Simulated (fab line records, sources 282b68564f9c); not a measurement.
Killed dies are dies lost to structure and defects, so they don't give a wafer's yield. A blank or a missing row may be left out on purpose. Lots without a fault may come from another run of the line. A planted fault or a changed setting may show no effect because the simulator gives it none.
Chamber matching | flow rit_cmos | RIT_CONTACT_CVD_00 on pecvd-03: 3 sister chambers
The step deposits SiO2 from TEOS, target thk 400 nm, time 61 s. 14 wafers are shown with their chamber, then 7 later ones without.

WAFERS WITH THEIR CHAMBER
wafer  | chamber | heater_power_w (W)
L074.1 | 1       | 289
L074.2 | 0       | 360
L074.3 | 2       | 329
L074.4 | 1       | 306
L074.5 | 0       | 359
L074.6 | 2       | 337
L077.4 | 1       | 298
L077.5 | 2       | 345
L077.6 | 0       | 331
L080.1 | 2       | 263
L080.4 | 2       | 282
L080.6 | 0       | 320
L086.1 | 2       | 288
L086.4 | 0       | 312

SIGNATURES (means of the wafers above)
reading        | chamber 0 | chamber 1 | chamber 2 | scatter within a chamber
heater_power_w | 336.40    | 297.67    | 307.33    | 26.7
Rule: a wafer's distance from a chamber is the root of the sum, over the readings, of the square of ((its reading less the chamber's mean) divided by the reading's scatter). The wafer belongs to the nearest chamber; if the next one is less than 2 further off, it can't be placed. The scatter: the root of (the sum of the squares of (reading less its chamber's mean) over the shown wafers, divided by (wafers less chambers)).

WAFERS WITHOUT THEIR CHAMBER
wafer  | heater_power_w (W)
L086.6 | 299
L089.2 | 273
L089.3 | 280
L089.4 | 251
L092.2 | 321
L092.4 | 329
L092.5 | 321

WHICH CHAMBER EACH WENT THROUGH
wafer  | from the rows above          | in truth
L086.6 | can't be placed: 1 or 2 or 0 | 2
L089.2 | can't be placed: 1 or 2 or 0 | 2
L089.3 | can't be placed: 1 or 2 or 0 | 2
L089.4 | can't be placed: 1 or 2 or 0 | 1
L092.2 | can't be placed: 2 or 0 or 1 | 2
L092.4 | can't be placed: 0 or 2 or 1 | 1
L092.5 | can't be placed: 2 or 0 or 1 | 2
Placed correctly: 0 of 7. Can't be placed from these rows: 7 (the true chamber is among the candidates in 7). Placed wrongly: 0.
